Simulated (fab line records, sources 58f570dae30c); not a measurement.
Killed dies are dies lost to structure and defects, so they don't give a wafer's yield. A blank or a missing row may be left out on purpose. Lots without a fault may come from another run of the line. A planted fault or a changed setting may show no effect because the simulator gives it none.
Which tool did it? | flow berkeley_cmos170 | 7 lots, 21 wafers sampled, at 2 steps of a route of 331

WHAT THE GAUGES READ, wafer by wafer
UCB170_M1_CD_MEAS_90: target cd 700 nm.
lot  | measured     | on        | cd_nm (nm)
L328 | day 8 08:29  | cd_sem-01 | 700.0 702.7 702.1
L331 | day 9 09:04  | cd_sem-01 | 699.4 696.9 696.0
L330 | day 9 10:21  | cd_sem-01 | 697.5 699.1 698.0
L336 | day 11 04:58 | cd_sem-02 | 701.2 700.5 701.1
L340 | day 12 02:44 | cd_sem-01 | 701.1 700.4 696.6
L342 | day 12 11:37 | cd_sem-01 | 697.7 702.0 699.7
L347 | day 12 23:34 | cd_sem-01 | 699.6 700.5 702.0

WHICH TOOL RAN EACH LOT (tool, then ch and the chambers of the sampled wafers, then the start)
lot  | UCB170_M1_METAL_ETCH_12
L328 | rie_metal-01 ch 0,1, day 8 08:16
L331 | rie_metal-02 ch 0,1, day 9 08:50
L330 | rie_metal-03 ch 0,1, day 9 10:07
L336 | rie_metal-01 ch 0,1, day 11 04:43
L340 | rie_metal-03 ch 0,1, day 12 02:29
L342 | rie_metal-03 ch 0,1, day 12 11:23
L347 | rie_metal-02 ch 0,1, day 12 23:20
- UCB170_M1_METAL_ETCH_12: etches Al in Cl2/BCl3, stops on PSG, target depth 780 nm, time 130 s.

THE ANSWER, worked out from the rows above alone
Rule: what is usual is taken from the lots themselves. Put in order of their means at a reading, lots are off if they are a third of the lots or fewer, leave a main group of 4 or more, and stand apart from it by a gap of 3 or more times the standard deviation of the main group's means; of several such gaps the widest counts. A main group whose means are all the same, to the digits that the tables above print for the reading, isn't used. A lot without any number at a reading at which 4 lots or more have one is off too. The other lots that the step has rows for count as sound.
No lot is off at any reading shown: from this, nothing can be told.

WHAT THE SIMULATOR HAD PUT IN
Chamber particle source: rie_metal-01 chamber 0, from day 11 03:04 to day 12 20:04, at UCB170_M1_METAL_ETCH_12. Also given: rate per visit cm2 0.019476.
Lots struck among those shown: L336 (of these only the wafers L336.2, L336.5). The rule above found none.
